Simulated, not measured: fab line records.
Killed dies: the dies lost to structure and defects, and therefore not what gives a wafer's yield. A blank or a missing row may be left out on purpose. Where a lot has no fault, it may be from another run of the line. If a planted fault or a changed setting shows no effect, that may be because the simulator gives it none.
Code-filled problem report in 8D (eight disciplines) form + flow berkeley-cmos170 + the parts of the form that need people (team, actions taken, sign-off) are left out

## 1. PROBLEM STATEMENT
Mean CONTACT_PSG_THK at UCB170_CONTACT_THK_MEAS_02: 725 nm over 4 wafers in 2 lots; fault-free wafers: 684 nm, standard deviation 6.8. Measured from the usual mean, that is +6.0 standard deviations.
First observed at day 10 06:26: wafer L549.3, on film-metro-04. The record has a number at this step for 40 wafers belonging to 14 lots. Rule for "out" (also "out of limits"): further than 4 standard deviations from the usual mean. All remaining wafers that have a number are taken as sound.

## 2. WHAT IT IS AND WHAT IT IS NOT
| question                    | is                           | is not                                                                          |
|-----------------------------|------------------------------|---------------------------------------------------------------------------------|
| which readings at this step | CONTACT_PSG_THK              | -                                                                               |
| which lots                  | L549, L552                   | L539, L540, L541, L542, L543, L544, L545, L546, L548, L553, L556, L558          |
| which wafers of those lots  | all that have a number       | -                                                                               |
| read on which gauges        | film-metro-03, film-metro-04 | film-metro-01                                                                   |
| when                        | from day 10 06:26            | up to then (27 sound wafers); but 9 sound wafers of L553, L556, L558 came after |

## 3. THE SUSPECTS, EACH WITH WHAT RULES IT OUT
Counting: a tool at any process step up to the reading remains a suspect when it ran all the lots that are out and ran no sound lot after the first of those.
- ruled out: the gauge at UCB170_CONTACT_THK_MEAS_02. Those wafers that are out were read across 2 gauges (film-metro-03, film-metro-04).
- lpcvd-01 at UCB170_CONTACT_CVD_01 (deposits PSG from SiH4/O2/PH3, target thk 700 nm, time 2760 s): ruled out as a lasting fault. Following L549 (day 10 04:38), the first lot on it that is out, the sound lots L553 were run on it.
Left after counting: nothing in the record.

## 4. THE CAUSE (what the simulator had put in)
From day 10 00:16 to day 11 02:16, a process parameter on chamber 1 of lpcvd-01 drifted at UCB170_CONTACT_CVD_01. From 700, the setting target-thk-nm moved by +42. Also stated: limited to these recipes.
The count ruled it out by mistake, since the rule takes a fault to strike every lot its tool runs from the start of the fault on, and this one did not do so.

## 5. SEQUENCE OF EFFECTS, ordered by route
Each row: a reading where the mean over the struck wafers with a number is more than 3 standard deviations away from the usual. Only readings for which the record gives a usual standard deviation are gone through. hours: the time from each lot's start at the first step in this table that gives one to its start at this step, as a median over the lots. sigmas: the change in usual standard deviations.
| hours | step                       | reading         | usual  | on struck wafers | change | sigmas |
|-------|----------------------------|-----------------|--------|------------------|--------|--------|
| 0     | UCB170_CONTACT_THK_MEAS_02 | CONTACT_PSG_THK | 684 nm | 725              | +41    | +6.0   |

## 6. HOW IT WOULD HAVE BEEN CAUGHT EARLIER
The first out-of-limits reading at a measuring or inspecting step in this record came at day 10 06:26, 6 hours after the fault's start at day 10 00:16.
